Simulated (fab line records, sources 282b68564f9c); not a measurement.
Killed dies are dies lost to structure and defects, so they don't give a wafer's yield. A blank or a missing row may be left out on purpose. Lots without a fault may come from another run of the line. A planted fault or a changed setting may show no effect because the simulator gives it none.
fab line records | flow rit_cmos | part 1 of 2: steps 1 to 27 of 39
record lots=5 wafers=15 last_day=6
route steps=202 shown GATE@85 REOX@98 NLDD@103 PLDD@114
lots that met no fault: from a run of the same line without faults
start_h: hours from the record's first day to the start of the lot's first wafer shown | wait_h: hours since the lot's step before | " the same as in the row above | L1.1+2: a row that stands for several wafers | - no value, or no start given | * or withheld: withheld | < > ~ a bound
route shown NAME@n: a module of which the file shows steps, and the number in the route of the first | usual: mean/standard deviation of fault-free wafers | same: alike in all rows | chamber/n: place in a boat | sites: the reading at each site | _std_site: their standard deviation | _edge_site: outer sites' mean less inner sites' | radius_mm: how far each site lies from the wafer's centre | mask NAME#n: copy n | behind: the tool/chamber that last shaped the wafer | hold: why the lot was held/for how many hours/how that ended | device: the transistor (n, p or np) that didn't switch | end of line: the same wafers' tests at the end of the route | a step without rows: its recipe alone | killed: dies lost to structure and defects at the first sort, not the wafer's yield | map: a wafer's dies, x killed, . not, _ none there
set.NAME: the setting as run; set.NAME@STEP: as run at that earlier step | model.NAME: the simulator's own value behind a step, which no gauge read
lots at some steps of the route; a table a step, a row a wafer
services: from which hour (start_h, from the record's first day; less than 0 if before it) a tool's chamber was out of use, for how many hours, and why
## steps
# step RIT_GATE_THK_MEAS_09
# recipe reads=poly-Si_of_GATE_CVD_08
# usual GATE_POLY_THK=244.1/2.4
# columns lot.wafer tool chamber start_h wait_h GATE_POLY_THK[nm]
L080.3 film_metro-02 - 70.00 0.0 244.8
L080.5 " - " " 243.4
L080.6 " - " " 241.1
L081.3 film_metro-02 - 76.01 0.0 245.4
L081.4 " - " " 243.6
L081.5 " - " " 243.7
L086.2 film_metro-01 - 99.46 0.0 245.8
L086.3 " - " " 246.2
L086.5 " - " " 245.4
L090.3 film_metro-01 - 118.23 0.0 244.3
L090.5 " - " " 243.1
L090.6 " - " " 243.9
L092.3 film_metro-03 - 131.19 0.0 242.9
L092.5 " - " " 242.4
L092.6 " - " " 242.9
# step RIT_GATE_HMDS_10
# recipe prime_time_s=60 prime_temp_c=140
# usual exhaust_pa=45.0/0.86
# columns lot.wafer tool chamber start_h wait_h exhaust_pa
L080.3 litho_track-01 0 70.09 0.1 44.0
L080.5 " 0 " " 44.5
L080.6 " 0 " " 42.4
L081.3 litho_track-03 0 76.10 0.1 45.6
L081.4 " 0 " " 44.1
L081.5 " 0 " " 45.2
L086.2 litho_track-04 0 99.53 0.1 44.4
L086.3 " 0 " " 45.7
L086.5 " 0 " " 45.4
L090.3 litho_track-01 0 118.33 0.1 45.5
L090.5 " 0 " " 44.0
L090.6 " 0 " " 44.5
L092.3 litho_track-03 0 131.28 0.1 45.1
L092.5 " 0 " " 45.1
L092.6 " 0 " " 44.1
# step RIT_GATE_COAT_11
# recipe resist=NOVOLAK spin_rpm=4250 resist_thk_nm=850
# usual exhaust_pa=44.8/0.86 spin_speed_rpm=4249.7/2.3
# columns lot.wafer tool chamber start_h wait_h exhaust_pa spin_speed_rpm
L080.3 litho_track-01 0 70.24 0.1 43.9 4253.1
L080.5 " 0 " " 44.4 4247.8
L080.6 " 0 " " 45.3 4250.6
L081.3 litho_track-03 0 76.25 0.1 44.1 4254.1
L081.4 " 0 " " 44.8 4248.0
L081.5 " 0 " " 44.2 4254.0
L086.2 litho_track-04 0 99.68 0.1 46.0 4249.7
L086.3 " 0 " " 46.0 4249.1
L086.5 " 0 " " 44.7 4248.8
L090.3 litho_track-01 0 118.48 0.1 45.8 4247.5
L090.5 " 0 " " 44.8 4247.6
L090.6 " 0 " " 44.3 4252.4
L092.3 litho_track-03 0 131.43 0.1 45.8 4250.1
L092.5 " 0 " " 45.7 4247.9
L092.6 " 0 " " 44.8 4248.4
# step RIT_GATE_SOFTBAKE_12
# recipe resist=NOVOLAK temp_c=90 time_s=60
# usual exhaust_pa=45.0/0.84
# columns lot.wafer tool chamber start_h wait_h exhaust_pa
L080.3 litho_track-01 0 70.39 0.1 44.9
L080.5 " 0 " " 44.7
L080.6 " 0 " " 44.6
L081.3 litho_track-03 0 76.40 0.1 44.9
L081.4 " 0 " " 43.6
L081.5 " 0 " " 45.0
L086.2 litho_track-04 0 99.83 0.1 45.7
L086.3 " 0 " " 46.1
L086.5 " 0 " " 45.6
L090.3 litho_track-01 0 118.63 0.1 45.8
L090.5 " 0 " " 46.0
L090.6 " 0 " " 45.7
L092.3 litho_track-03 0 131.58 0.1 45.1
L092.5 " 0 " " 45.7
L092.6 " 0 " " 46.3
# step RIT_GATE_EXPOSE_13
# recipe mask_id=M6 na=0.6 source_shape=conventional sigma_outer=0.6 target_cd_nm=150 dose_mj=380
# columns lot.wafer tool chamber start_h wait_h mask
L080.3+5+6 iline_stepper-02 0 70.53 0.1 M6#0
L081.3+4+5 iline_stepper-02 0 76.54 0.1 M6#0
L086.2+3+5 iline_stepper-02 0 100.10 0.2 M6#0
L090.3+5+6 iline_stepper-01 0 118.90 0.2 M6#0
L092.3+5+6 iline_stepper-01 0 131.71 0.1 M6#0
# step RIT_GATE_PEB_14
# recipe resist=NOVOLAK temp_c=withheld time_s=withheld
# usual exhaust_pa=44.9/0.77
# columns lot.wafer tool chamber start_h wait_h exhaust_pa
L080.3 litho_track-04 0 70.66 0.1 43.4
L080.5 " 0 " " 43.9
L080.6 " 0 " " 44.6
L081.3 litho_track-04 0 76.68 0.1 46.0
L081.4 " 0 " " 46.7
L081.5 " 0 " " 44.9
L086.2 litho_track-01 0 100.22 0.1 45.8
L086.3 " 0 " " 44.1
L086.5 " 0 " " 46.0
L090.3 litho_track-03 0 119.02 0.1 45.1
L090.5 " 0 " " 45.3
L090.6 " 0 " " 46.0
L092.3 litho_track-04 0 131.84 0.1 45.9
L092.5 " 0 " " 45.0
L092.6 " 0 " " 45.0
# step RIT_GATE_DEVELOP_15
# recipe resist=NOVOLAK develop_time_s=50 dev_temp_c=23
# usual exhaust_pa=44.7/1
# columns lot.wafer tool chamber start_h wait_h exhaust_pa
L080.3 litho_track-04 0 - - 45.8
L080.5 " 0 " " 44.4
L080.6 " 0 " " 45.9
L081.3 litho_track-04 0 - - 44.5
L081.4 " 0 " " 43.1
L081.5 " 0 " " 44.3
L086.2 litho_track-01 0 - - 45.6
L086.3 " 0 " " 43.8
L086.5 " 0 " " 44.4
L090.3 litho_track-03 0 - - 46.0
L090.5 " 0 " " 47.0
L090.6 " 0 " " 45.5
L092.3 litho_track-04 0 - - 44.8
L092.5 " 0 " " 44.9
L092.6 " 0 " " 45.9
# step RIT_GATE_CD_MEAS_16
# recipe target_cd_nm=150
# usual cd_nm=149.6/2.5
# columns lot.wafer tool chamber start_h wait_h cd_nm
L080.3 cd_sem-01 - 70.93 - 149.5
L080.5 " - " " 147.3
L080.6 " - " " 151.1
L081.3 cd_sem-02 - 76.95 - 147.6
L081.4 " - " " 146.7
L081.5 " - " " 148.8
L086.2 cd_sem-02 - 100.50 - 153.3
L086.3 " - " " 153.4
L086.5 " - " " 153.0
L090.3 cd_sem-01 - 119.30 - 147.9
L090.5 " - " " 146.3
L090.6 " - " " 147.4
L092.3 cd_sem-02 - 132.12 - 152.6
L092.5 " - " " 150.4
L092.6 " - " " 151.3
# step RIT_GATE_OVL_MEAS_17
# usual GATE_OVL=-1.7/1.3
# columns lot.wafer tool chamber start_h wait_h GATE_OVL[nm]
L080.3 overlay-02 - 71.03 0.1 -0.7
L080.5 " - " " -0.1
L080.6 " - " " -0.6
L081.3 overlay-01 - 77.04 0.1 -3.1
L081.4 " - " " -4.5
L081.5 " - " " -3.2
L086.2 overlay-02 - 100.61 0.1 -0.7
L086.3 " - " " -1.6
L086.5 " - " " -0.1
L090.3 overlay-02 - 119.39 0.1 -3.6
L090.5 " - " " -2.0
L090.6 " - " " -2.2
L092.3 overlay-01 - 132.21 0.1 -4.5
L092.5 " - " " -3.7
L092.6 " - " " -3.1
# step RIT_GATE_HARDBAKE_18
# recipe resist=NOVOLAK temp_c=140 time_s=60
# usual exhaust_pa=44.9/0.85
# columns lot.wafer tool chamber start_h wait_h exhaust_pa
L080.3 litho_track-04 0 71.10 0.1 44.3
L080.5 " 0 " " 44.9
L080.6 " 0 " " 46.1
L081.3 litho_track-03 0 77.12 0.1 45.1
L081.4 " 0 " " 43.7
L081.5 " 0 " " 45.2
L086.2 litho_track-01 0 100.66 0.0 43.9
L086.3 " 0 " " 44.9
L086.5 " 0 " " 44.9
L090.3 litho_track-04 0 119.46 0.1 45.3
L090.5 " 0 " " 45.5
L090.6 " 0 " " 45.5
L092.3 litho_track-03 0 132.28 0.1 46.0
L092.5 " 0 " " 44.0
L092.6 " 0 " " 45.9
# step RIT_GATE_ETCH_19
# recipe chemistry=SF6/CHF3/O2 time_s=158.5 SF6_flow_sccm=30 CHF3_flow_sccm=30 O2_flow_sccm=5 target=poly-Si pressure_mtorr=40 rf_w=160 target_depth_a=3125 over_etch_frac=0.25 stop_on=SiO2
# usual drypump_motor_current_A=5.7/0.59 oes_product_au=0.857/0.014 throttle_valve_pct=10.27/0.19
# same over_etch_frac=0.25
# columns lot.wafer tool chamber start_h wait_h drypump_motor_current_A oes_product_au rf_hours_counter_h throttle_valve_pct
L080.3 rie_si-02 0 71.20 0.1 6.2 0.856 33 10.18
L080.5 " 1 " " 4.8 0.843 - 10.30
L080.6 " 2 " " 5.4 0.847 - 10.30
L081.3 rie_si-01 1 77.22 0.1 5.1 0.849 2 9.92
L081.4 " 3 " " 6.5 0.866 145 10.28
L081.5 " 2 " " 6.4 0.847 - 10.19
L086.2 rie_si-02 0 100.79 0.1 6.2 0.854 33 10.17
L086.3 " 3 " " 5.6 0.862 4 10.61
L086.5 " 1 " " 4.8 0.848 - 10.29
L090.3 rie_si-02 2 119.56 0.1 5.4 0.856 3 10.26
L090.5 " 3 " " 5.6 0.855 - 10.63
L090.6 " 2 " " 5.4 0.857 - 10.28
L092.3 rie_si-02 1 132.38 0.1 4.8 0.846 70 10.30
L092.5 " 3 " " 5.6 0.852 - 10.62
L092.6 " 0 " " 6.2 0.848 - 10.19
# step RIT_GATE_STRIP_20
# recipe chemistry=O2 time_s=180 resist=NOVOLAK platen_temp_c=withheld power_w=500 pressure_mtorr=4000 o2_flow_sccm=4000
# usual drypump_motor_current_A=6.0/0.51
# columns lot.wafer tool chamber start_h wait_h drypump_motor_current_A rf_hours_counter_h
L080.3 plasma_asher-04 1 71.37 0.1 5.3 -
L080.5 " 1 " " 5.3 -
L080.6 " 0 " " 6.3 -
L081.3 plasma_asher-01 0 77.38 0.1 5.5 -
L081.4 " 1 " " 6.5 -
L081.5 " 1 " " 6.5 -
L086.2 plasma_asher-04 0 100.90 0.1 6.3 32
L086.3 " 0 " " 6.3 -
L086.5 " 0 " " 6.3 -
L090.3 plasma_asher-04 1 119.73 0.1 5.3 -
L090.5 " 0 " " 6.3 -
L090.6 " 1 " " 5.3 -
L092.3 plasma_asher-04 0 132.55 0.1 6.3 -
L092.5 " 0 " " 6.3 -
L092.6 " 1 " " 5.3 -
# step RIT_GATE_CD_MEAS_90
# recipe target_cd_nm=150
# usual cd_nm=149.7/2.5
# columns lot.wafer tool chamber start_h wait_h cd_nm
L080.3 cd_sem-01 - 71.52 0.1 149.7
L080.5 " - " " 147.6
L080.6 " - " " 151.5
L081.3 cd_sem-01 - 77.54 0.1 147.8
L081.4 " - " " 146.6
L081.5 " - " " 148.8
L086.2 cd_sem-01 - 101.09 0.1 153.8
L086.3 " - " " 153.3
L086.5 " - " " 152.8
L090.3 cd_sem-01 - 119.89 0.1 147.9
L090.5 " - " " 146.7
L090.6 " - " " 147.8
L092.3 cd_sem-01 - 132.70 0.1 152.8
L092.5 " - " " 150.7
L092.6 " - " " 151.7
# step RIT_REOX_CLEAN_00
# recipe chemistry=SC1 mix=3:3:50 time_s=600 temp_c=75
# columns lot.wafer tool chamber start_h wait_h
L080.3+5+6 wet_bench-04 1 71.60 0.1
L081.3+4+5 wet_bench-03 1 77.62 0.1
L086.2+3+5 wet_bench-03 3 101.19 0.1
L090.3+5+6 wet_bench-04 3 119.97 0.1
L092.3+5+6 wet_bench-03 2 132.78 0.1
# step RIT_REOX_CLEAN_01
# recipe chemistry=dHF dilution=50:1 time_s=30
# columns lot.wafer tool chamber start_h wait_h
L080.3+5+6 wet_bench-02 3 71.78 0.0
L081.3+4+5 wet_bench-02 2 77.80 0.0
L086.2+3+5 wet_bench-02 1 101.37 0.0
L090.3+5+6 wet_bench-03 1 120.14 0.0
L092.3+5+6 wet_bench-02 2 132.96 0.0
# step RIT_REOX_CLEAN_02
# recipe chemistry=SC2 mix=3:3:50 time_s=600 temp_c=75 dry=n2_spin
# columns lot.wafer tool chamber start_h wait_h
L080.3+5+6 wet_bench-03 3 71.79 0.0
L081.3+4+5 wet_bench-04 3 77.81 0.0
L086.2+3+5 wet_bench-03 1 101.38 0.0
L090.3+5+6 wet_bench-02 1 120.16 0.0
L092.3+5+6 wet_bench-04 0 132.98 0.0
# step RIT_REOX_OXIDATION_03
# recipe temp_c=900 ambient=O2 target_thk_a=252 ox_time_s=5580
# usual ox_temp_c_max=905.5/1.5 spike_tc_source_C=922.6/1.5
# columns lot.wafer tool chamber start_h wait_h ox_temp_c_max spike_tc_source_C
L080.3 furnace-03 0 72.96 1.0 904.9 923.9
L080.5 " 0 " " 903.7 922.2
L080.6 " 0 " " 904.0 924.5
L081.3 furnace-03 0 78.16 0.0 903.8 924.9
L081.4 " 0 " " 903.3 923.0
L081.5 " 0 " " 903.0 923.4
L086.2 furnace-04 0 101.68 0.1 904.3 922.1
L086.3 " 0 " " 905.3 923.5
L086.5 " 0 " " 907.3 921.1
L090.3 furnace-01 0 120.49 0.1 904.8 920.7
L090.5 " 0 " " 905.7 923.1
L090.6 " 0 " " 907.1 921.2
L092.3 furnace-04 0 135.46 2.3 905.8 922.1
L092.5 " 0 " " 907.4 921.2
L092.6 " 0 " " 907.0 921.6
# step RIT_REOX_THK_MEAS_04
# recipe reads=SiO2_of_REOX_OXIDATION_03
# usual REOX_OXIDE_THK=25.3/0.42
# columns lot.wafer tool chamber start_h wait_h REOX_OXIDE_THK[nm]
L080.3 film_metro-03 - 75.53 0.0 25.1
L080.5 " - " " 25.2
L080.6 " - " " 25.4
L081.3 film_metro-04 - 80.73 0.0 25.5
L081.4 " - " " 24.8
L081.5 " - " " 25.3
L086.2 film_metro-02 - 104.24 0.0 25.0
L086.3 " - " " 25.1
L086.5 " - " " 25.3
L090.3 film_metro-03 - 123.06 0.0 24.3
L090.5 " - " " 24.4
L090.6 " - " " 24.4
L092.3 film_metro-02 - 138.03 0.0 25.2
L092.5 " - " " 25.7
L092.6 " - " " 25.4
# step RIT_NLDD_HMDS_00
# recipe prime_time_s=60 prime_temp_c=140
# usual exhaust_pa=45.1/0.89
# columns lot.wafer tool chamber start_h wait_h exhaust_pa
L080.3 litho_track-02 0 75.73 0.2 46.4
L080.5 " 0 " " 46.0
L080.6 " 0 " " 43.5
L081.3 litho_track-01 0 80.82 0.1 45.5
L081.4 " 0 " " 44.5
L081.5 " 0 " " 45.7
L086.2 litho_track-01 0 104.32 0.1 45.4
L086.3 " 0 " " 44.4
L086.5 " 0 " " 44.8
L090.3 litho_track-02 0 123.21 0.1 45.9
L090.5 " 0 " " 46.4
L090.6 " 0 " " 45.4
L092.3 litho_track-04 0 138.12 0.1 45.9
L092.5 " 0 " " 45.4
L092.6 " 0 " " 45.7
# step RIT_NLDD_COAT_01
# recipe resist=NOVOLAK spin_rpm=3250 resist_thk_nm=1000
# usual exhaust_pa=44.9/1 spin_speed_rpm=3249.6/1.9
# columns lot.wafer tool chamber start_h wait_h exhaust_pa spin_speed_rpm
L080.3 litho_track-02 0 75.88 0.1 44.3 3246.4
L080.5 " 0 " " 44.5 3246.0
L080.6 " 0 " " 45.3 3248.8
L081.3 litho_track-01 0 80.97 0.1 43.4 3248.0
L081.4 " 0 " " 45.6 3252.4
L081.5 " 0 " " 44.2 3250.5
L086.2 litho_track-01 0 104.47 0.1 44.8 3248.0
L086.3 " 0 " " 44.1 3250.3
L086.5 " 0 " " 44.5 3251.2
L090.3 litho_track-02 0 123.36 0.1 44.5 3247.8
L090.5 " 0 " " 45.3 3247.1
L090.6 " 0 " " 45.1 3246.9
L092.3 litho_track-04 0 138.27 0.1 44.2 3245.9
L092.5 " 0 " " 45.7 3249.3
L092.6 " 0 " " 44.4 3249.1
# step RIT_NLDD_SOFTBAKE_02
# recipe resist=NOVOLAK temp_c=90 time_s=60
# usual exhaust_pa=44.9/0.91
# columns lot.wafer tool chamber start_h wait_h exhaust_pa
L080.3 litho_track-02 0 76.03 0.1 45.1
L080.5 " 0 " " 43.8
L080.6 " 0 " " 45.5
L081.3 litho_track-01 0 81.12 0.1 45.8
L081.4 " 0 " " 45.8
L081.5 " 0 " " 45.6
L086.2 litho_track-01 0 104.62 0.1 45.7
L086.3 " 0 " " 43.7
L086.5 " 0 " " 45.5
L090.3 litho_track-02 0 123.51 0.1 45.1
L090.5 " 0 " " 43.6
L090.6 " 0 " " 44.8
L092.3 litho_track-04 0 138.42 0.1 46.0
L092.5 " 0 " " 44.4
L092.6 " 0 " " 45.1
# step RIT_NLDD_EXPOSE_03
# recipe mask_id=M7 na=0.57 target_cd_nm=40700 dose_mj=250
# columns lot.wafer tool chamber start_h wait_h mask
L080.3+5+6 iline_stepper-01 0 76.17 0.1 M7#0
L081.3+4+5 iline_stepper-02 0 81.39 0.2 M7#0
L086.2+3+5 iline_stepper-01 0 104.76 0.1 M7#0
L090.3+5+6 iline_stepper-02 0 123.78 0.2 M7#0
L092.3+5+6 iline_stepper-01 0 138.69 0.2 M7#0
# step RIT_NLDD_PEB_04
# recipe resist=NOVOLAK temp_c=withheld time_s=withheld
# usual exhaust_pa=45.0/0.86
# columns lot.wafer tool chamber start_h wait_h exhaust_pa
L080.3 litho_track-02 0 76.30 0.1 44.6
L080.5 " 0 " " 44.0
L080.6 " 0 " " 43.7
L081.3 litho_track-01 0 81.52 0.1 47.2
L081.4 " 0 " " 45.4
L081.5 " 0 " " 46.2
L086.2 litho_track-02 0 105.00 0.2 44.6
L086.3 " 0 " " 44.6
L086.5 " 0 " " 45.0
L090.3 litho_track-04 0 123.91 0.1 44.9
L090.5 " 0 " " 45.3
L090.6 " 0 " " 44.6
L092.3 litho_track-02 0 138.82 0.1 43.3
L092.5 " 0 " " 44.2
L092.6 " 0 " " 45.5
# step RIT_NLDD_DEVELOP_05
# recipe resist=NOVOLAK develop_time_s=50 dev_temp_c=23
# usual exhaust_pa=44.9/0.9
# columns lot.wafer tool chamber start_h wait_h exhaust_pa
L080.3 litho_track-02 0 - - 46.0
L080.5 " 0 " " 44.6
L080.6 " 0 " " 45.7
L081.3 litho_track-01 0 - - 44.2
L081.4 " 0 " " 44.9
L081.5 " 0 " " 44.5
L086.2 litho_track-02 0 - - 45.6
L086.3 " 0 " " 45.8
L086.5 " 0 " " 45.3
L090.3 litho_track-04 0 - - 44.3
L090.5 " 0 " " 44.4
L090.6 " 0 " " 44.7
L092.3 litho_track-02 0 - - 45.3
L092.5 " 0 " " 46.3
L092.6 " 0 " " 44.7
# step RIT_NLDD_OVL_MEAS_06
# usual NLDD_OVL=-1.8/1.2
# columns lot.wafer tool chamber start_h wait_h NLDD_OVL[nm]
L080.3 overlay-01 - 76.55 - -2.1
L080.5 " - " " -2.2
L080.6 " - " " -1.5
L081.3 overlay-01 - 81.76 - -0.7
L081.4 " - " " -1.8
L081.5 " - " " -1.3
L086.2 overlay-02 - 105.26 - -2.6
L086.3 " - " " -1.5
L086.5 " - " " -0.5
L090.3 overlay-01 - 124.15 - -1.4
L090.5 " - " " -2.1
L090.6 " - " " -0.7
L092.3 overlay-02 - 139.06 - -1.1
L092.5 " - " " -2.0
L092.6 " - " " -0.6
# step RIT_NLDD_HARDBAKE_07
# recipe resist=NOVOLAK temp_c=140 time_s=60
# usual exhaust_pa=45.0/0.89
# columns lot.wafer tool chamber start_h wait_h exhaust_pa
L080.3 litho_track-01 0 76.64 0.1 43.3
L080.5 " 0 " " 45.9
L080.6 " 0 " " 45.0
L081.3 litho_track-01 0 81.83 0.1 44.0
L081.4 " 0 " " 42.6
L081.5 " 0 " " 43.6
L086.2 litho_track-02 0 105.31 0.0 45.8
L086.3 " 0 " " 45.8
L086.5 " 0 " " 46.4
L090.3 litho_track-01 0 124.23 0.1 45.4
L090.5 " 0 " " 44.5
L090.6 " 0 " " 45.5
L092.3 litho_track-01 0 139.13 0.1 45.0
L092.5 " 0 " " 45.1
L092.6 " 0 " " 44.1
# step RIT_NLDD_IMPLANT_08
# recipe species=P energy_kev=20 dose_cm2=4.909e+14 tilt_deg=7
# usual tilt_deg=6.997/0.022
# columns lot.wafer tool chamber start_h wait_h tilt_deg
L080.3 implanter-03 0 76.79 0.1 6.995
L080.5 " 0 " " 7.018
L080.6 " 0 " " 7.034
L081.3 implanter-02 0 81.98 0.1 6.949
L081.4 " 0 " " 7.021
L081.5 " 0 " " 7.009
L086.2 implanter-03 0 105.46 0.1 7.003
L086.3 " 0 " " 7.002
L086.5 " 0 " " 6.999
L090.3 implanter-03 0 124.38 0.1 6.987
L090.5 " 0 " " 6.984
L090.6 " 0 " " 6.968
L092.3 implanter-03 0 139.28 0.1 6.994
L092.5 " 0 " " 7.006
L092.6 " 0 " " 7.042
